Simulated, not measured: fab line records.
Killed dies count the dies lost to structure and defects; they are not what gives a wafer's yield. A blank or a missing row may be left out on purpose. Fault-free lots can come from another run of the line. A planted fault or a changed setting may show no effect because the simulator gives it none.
fab line records	flow berkeley_cmos170
record lots=13	wafers=39	last_day=13
route steps=331 shown ACTIVE@70 PVT@124 GATE@131 V2@306
lots untouched by any fault: they come from a run of this same line in which no faults occurred
start_h: the number of hours between the record's first day and the start of the first shown wafer of the lot	wait_h: hours since the lot's step before	" repeats the value in the row above	L1.1+2: several wafers, shown together as one row	- no value, or no start was given	* or withheld: withheld	< > ~ a bound
route shown NAME@n: a module of which the file shows steps, and the number in the route of the first	usual: average and standard deviation across the fault-free wafers	same: alike in all rows	chamber/n: place in a boat	sites: each site's reading	_std_site: how widely they spread, as a standard deviation	_edge_site: the outer-site mean with the inner-site mean subtracted	radius_mm: how far each site lies from the wafer's centre	mask NAME#n: copy n	behind: tool/chamber where the wafer was last shaped	hold: cause of the lot's hold/its duration in hours/its outcome	device: whichever transistor did not switch (one of n, p or np)	end of line: the route-end tests of the same wafers	where a step has no rows: the recipe by itself	killed: count of dies lost to structure and defects at first sort (not the wafer's yield)	map: shows each die of a wafer: x if killed, . if not, _ if none is there
set.NAME: the setting as run; set.NAME@STEP: as run at that earlier step	model.NAME: the simulator's own value behind a step, which no gauge read
one table for each step of the route and one row for each wafer, over a sample of lots
services: the hour from which a tool's chamber was out of use, counted from the record's first day as start_h (under 0 if before that day), plus the number of hours and why
## steps
# step UCB170_ACTIVE_EXPOSE_10
# recipe mask_id=ACTIVE	target_cd_nm=1200	na=0.5	sigma_outer=0.6	source_shape=conventional	dose_mj=20
# same sigma_outer=0.6
lot.wafer	tool	chamber	start_h	wait_h	mask
L784.3+5+6	krf_scanner-02	0	75.36	0.1	ACTIVE#0
L786.2+3+5	krf_scanner-01	0	84.64	0.2	ACTIVE#0
L785.3+4+6	krf_scanner-02	0	84.90	0.5	ACTIVE#0
L787.1+4+6	krf_scanner-02	0	89.21	0.1	ACTIVE#0
L788.1+3+6	krf_scanner-02	0	90.29	0.1	ACTIVE#0
L794.3+4+5	krf_scanner-01	0	122.08	0.1	ACTIVE#0
L798.3+4+5	krf_scanner-01	0	138.77	0.3	ACTIVE#0
L797.3+4+5	krf_scanner-01	0	138.88	0.3	ACTIVE#0
L801.1+4+6	krf_scanner-02	0	162.07	0.1	ACTIVE#0
L800.2+3+4	krf_scanner-01	0	168.76	0.2	ACTIVE#0
L802.3+4+6	krf_scanner-02	0	169.02	0.5	ACTIVE#0
L806.3+5+6	krf_scanner-02	0	190.71	0.4	ACTIVE#0
L807.4+5+6	krf_scanner-02	0	204.51	0.1	ACTIVE#0
# step UCB170_ACTIVE_OVL_MEAS_14
# usual ACTIVE_OVL=-1/5
lot.wafer	tool	chamber	start_h	wait_h	ACTIVE_OVL[nm]
L784.3	overlay-01	-	76.06	0.1	-3
L784.5	"	-	"	"	5
L784.6	"	-	"	"	-3
L786.2	overlay-01	-	85.50	0.1	-1
L786.3	"	-	"	"	-1
L786.5	"	-	"	"	0
L785.3	overlay-02	-	85.62	0.1	-6
L785.4	"	-	"	"	-1
L785.6	"	-	"	"	-7
L787.1	overlay-01	-	89.72	0.1	7
L787.4	"	-	"	"	9
L787.6	"	-	"	"	4
L788.1	overlay-01	-	90.81	0.1	-1
L788.3	"	-	"	"	-2
L788.6	"	-	"	"	-4
L794.3	overlay-01	-	122.56	0.1	102
L794.4	"	-	"	"	92
L794.5	"	-	"	"	95
L798.3	overlay-01	-	139.40	0.1	91
L798.4	"	-	"	"	84
L798.5	"	-	"	"	91
L797.3	overlay-02	-	139.62	0.1	100
L797.4	"	-	"	"	96
L797.5	"	-	"	"	98
L801.1	overlay-02	-	162.85	0.1	-3
L801.4	"	-	"	"	-2
L801.6	"	-	"	"	-4
L800.2	overlay-02	-	169.25	0.1	88
L800.3	"	-	"	"	88
L800.4	"	-	"	"	79
L802.3	overlay-01	-	169.53	0.1	1
L802.4	"	-	"	"	0
L802.6	"	-	"	"	-3
L806.3	overlay-02	-	191.23	0.1	1
L806.5	"	-	"	"	1
L806.6	"	-	"	"	-8
L807.4	overlay-02	-	204.98	0.1	2
L807.5	"	-	"	"	-1
L807.6	"	-	"	"	-2
# step UCB170_PVT_TW_MEAS_09
# usual PVT_TW=508/5.1
lot.wafer	tool	chamber	start_h	wait_h	PVT_TW
L784.3	film_metro-01	-	109.14	0.1	501
L784.5	"	-	"	"	502
L784.6	"	-	"	"	502
L785.3	film_metro-04	-	115.51	0.1	512
L785.4	"	-	"	"	512
L785.6	"	-	"	"	512
L786.2	film_metro-01	-	115.78	0.1	501
L786.3	"	-	"	"	498
L786.5	"	-	"	"	502
L787.1	film_metro-01	-	120.05	0.1	502
L787.4	"	-	"	"	501
L787.6	"	-	"	"	501
L788.1	film_metro-03	-	120.26	0.1	512
L788.3	"	-	"	"	506
L788.6	"	-	"	"	512
L794.3	film_metro-01	-	158.78	0.1	503
L794.4	"	-	"	"	503
L794.5	"	-	"	"	502
L798.3	film_metro-04	-	180.37	0.1	515
L798.4	"	-	"	"	511
L798.5	"	-	"	"	512
L797.3	film_metro-01	-	180.62	0.1	505
L797.4	"	-	"	"	500
L797.5	"	-	"	"	503
L801.1	film_metro-03	-	204.83	0.1	507
L801.4	"	-	"	"	509
L801.6	"	-	"	"	509
L800.2	film_metro-04	-	204.92	0.1	516
L800.3	"	-	"	"	515
L800.4	"	-	"	"	512
L802.3	film_metro-01	-	205.17	0.1	505
L802.4	"	-	"	"	509
L802.6	"	-	"	"	507
L806.3	film_metro-04	-	225.76	0.1	513
L806.5	"	-	"	"	514
L806.6	"	-	"	"	515
L807.4	film_metro-04	-	244.98	0.1	513
L807.5	"	-	"	"	513
L807.6	"	-	"	"	510
# step UCB170_GATE_THK_MEAS_05
# recipe reads=poly-Si_of_GATE_CVD_04
# usual GATE_POLY_THK=213.4/1.6
lot.wafer	tool	chamber	start_h	wait_h	GATE_POLY_THK[nm]
L784.3	film_metro-01	-	119.67	0.0	212.7
L784.5	"	-	"	"	214.0
L784.6	"	-	"	"	214.8
L786.2	film_metro-01	-	126.54	0.0	214.1
L786.3	"	-	"	"	213.6
L786.5	"	-	"	"	212.5
L785.3	film_metro-04	-	126.55	0.0	213.4
L785.4	"	-	"	"	215.2
L785.6	"	-	"	"	215.1
L787.1	film_metro-01	-	130.57	0.0	217.2
L787.4	"	-	"	"	218.5
L787.6	"	-	"	"	217.9
L788.1	film_metro-02	-	130.57	0.0	214.3
L788.3	"	-	"	"	214.5
L788.6	"	-	"	"	213.8
L794.3	film_metro-02	-	177.03	0.0	212.5
L794.4	"	-	"	"	214.0
L794.5	"	-	"	"	213.4
L797.3	film_metro-02	-	194.09	0.0	214.8
L797.4	"	-	"	"	213.8
L797.5	"	-	"	"	215.0
L798.3	film_metro-01	-	194.09	0.0	215.1
L798.4	"	-	"	"	213.5
L798.5	"	-	"	"	212.3
L800.2	film_metro-04	-	217.63	0.0	213.7
L800.3	"	-	"	"	212.3
L800.4	"	-	"	"	212.1
L802.3	film_metro-01	-	217.64	0.0	213.4
L802.4	"	-	"	"	213.3
L802.6	"	-	"	"	212.9
L801.1	film_metro-01	-	217.68	0.1	209.9
L801.4	"	-	"	"	211.0
L801.6	"	-	"	"	210.1
L806.3	film_metro-01	-	236.23	0.0	213.4
L806.5	"	-	"	"	213.2
L806.6	"	-	"	"	213.1
L807.4	film_metro-01	-	258.84	0.0	215.7
L807.5	"	-	"	"	215.2
L807.6	"	-	"	"	215.2
# step UCB170_V2_ETCH_14
# recipe chemistry=CHF3/CF4/Ar	target=SiO2	stop_on=Al	CHF3_flow_sccm=45	cf4_flow_sccm=15	Ar_flow_sccm=150	pressure_mtorr=200	rf_w=700	target_depth_a=12500	over_etch_frac=0.25	time_s=291
# usual drypump_motor_current_A=5.7/0.59	oes_product_au=0.868/0.014	rf_fwd_power_W=698.0/2.4	throttle_valve_pct=6.90/0.12
lot.wafer	tool	chamber	start_h	wait_h	drypump_motor_current_A	oes_product_au	rf_fwd_power_W	rf_hours_counter_h	throttle_valve_pct
L784.3	rie_diel-02	3	151.30	0.0	5.6	0.853	699.1	124	6.87
L784.5	"	1	"	"	6.6	0.866	694.8	-	6.79
L784.6	"	2	"	"	5.4	0.853	694.9	-	7.03
L786.2	rie_diel-03	1	161.60	0.0	5.1	0.866	699.3	91	6.85
L786.3	"	3	"	"	5.0	0.864	702.0	24	6.87
L786.5	"	3	"	"	5.0	0.860	696.1	-	6.86
L785.3	rie_diel-01	3	162.61	0.0	5.2	0.862	696.9	94	6.74
L785.4	"	2	"	"	5.7	0.899	696.1	7	7.02
L785.6	"	2	"	"	5.7	0.894	696.1	-	7.02
L788.1	rie_diel-01	1	163.08	0.0	5.1	0.885	697.3	18	7.09
L788.3	"	3	"	"	5.2	0.867	693.1	94	6.74
L788.6	"	1	"	"	5.1	0.892	696.6	-	7.10
L787.1	rie_diel-01	0	167.46	0.0	6.4	0.887	701.1	118	7.12
L787.4	"	2	"	"	5.8	0.892	694.5	7	7.01
L787.6	"	2	"	"	5.8	0.899	696.2	-	7.02
L794.3	rie_diel-02	2	217.04	0.0	5.4	0.854	700.7	53	7.02
L794.4	"	1	"	"	6.6	0.865	700.1	14	6.77
L794.5	"	3	"	"	5.6	0.853	697.0	-	6.86
L798.3	rie_diel-03	2	235.29	0.0	6.2	0.866	702.5	22	6.82
L798.4	"	2	"	"	6.2	0.870	698.1	-	6.80
L798.5	"	3	"	"	5.0	0.865	701.7	-	6.85
L797.3	rie_diel-03	1	236.21	0.0	5.2	0.866	698.3	94	6.85
L797.4	"	2	"	"	6.2	0.865	696.2	-	6.79
L797.5	"	1	"	"	5.2	0.872	700.1	-	6.86
L802.3	rie_diel-02	0	255.72	0.0	6.5	0.867	700.2	14	6.84
L802.4	"	3	"	"	5.7	0.855	700.5	128	6.87
L802.6	"	2	"	"	5.4	0.848	697.7	-	7.01
L800.2	rie_diel-02	3	264.00	0.0	5.7	0.852	696.8	128	6.85
L800.3	"	0	"	"	6.6	0.873	690.8	15	6.83
L800.4	"	2	"	"	5.3	0.852	700.3	56	7.01
L801.1	rie_diel-01	2	264.25	0.0	5.8	0.892	696.8	11	7.02
L801.4	"	0	"	"	6.4	0.877	697.3	121	7.12
L801.6	"	1	"	"	5.1	0.896	699.2	-	7.09
L806.3	rie_diel-01	3	275.34	0.0	5.2	0.864	700.3	98	6.74
L806.5	"	0	"	"	6.4	0.879	697.0	-	7.12
L806.6	"	3	"	"	5.2	0.867	696.0	-	6.74
L807.4	rie_diel-03	2	300.26	0.0	6.2	0.870	698.0	25	6.80
L807.5	"	3	"	"	5.0	0.863	700.3	-	6.86
L807.6	"	2	"	"	6.2	0.869	698.4	-	6.81
## services
tool	chamber	start_h	hours	kind
krf_scanner-01	-	70.87	3.7	repair
rie_diel-03	-	77.46	0.2	repair
krf_scanner-02	-	77.80	0.8	pm
rie_diel-01	1	85.75	4.3	repair
rie_diel-01	-	87.42	1.4	repair
krf_scanner-01	-	87.64	1.3	pm
rie_diel-03	2	88.86	8.4	repair
krf_scanner-02	-	93.34	7.2	pm
rie_diel-01	1	101.96	1.8	repair
krf_scanner-01	-	103.63	0.8	pm
rie_diel-02	-	109.35	15.6	pm
krf_scanner-02	-	133.09	1.3	pm
krf_scanner-01	-	146.49	1.0	pm
rie_diel-03	1	165.11	11.8	repair
krf_scanner-01	-	167.05	1.3	repair
rie_diel-02	0	179.99	4.9	repair
krf_scanner-02	-	206.05	1.0	pm
rie_diel-01	3	206.58	1.5	repair
rie_diel-01	1	213.06	5.5	repair
krf_scanner-02	-	227.35	2.8	repair
krf_scanner-02	-	246.60	0.8	pm
krf_scanner-02	-	250.32	4.4	pm
krf_scanner-01	-	263.56	1.3	pm
krf_scanner-01	-	270.12	4.4	pm
## key
first_sign step=UCB170_ACTIVE_OVL_MEAS_14	reading=ACTIVE_OVL	direction=up	sigmas=19	usual=-1	struck=92
effect none on later readings
met_at UCB170_ACTIVE_EXPOSE_10
struck_lots L794,L797,L798,L800
tester_left_out L794,L797,L798,L800
not_acting_at UCB170_PVT_TW_MEAS_09,UCB170_GATE_THK_MEAS_05,UCB170_V2_ETCH_14
onset_between 84.64 122.08
fault kind=scanner_matching_overlay	tool=krf_scanner-01	chamber=-	onset_h=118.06	steps=UCB170_ACTIVE_EXPOSE_10	offset=91.613
# tester_left_out: of these lots the tester's yield and bins aren't shown, on N5 and GAA mostly nor the transistor test; their killed dies are dies lost to structure and defects alone, not to doping, threshold or leakage, so they don't give the yield
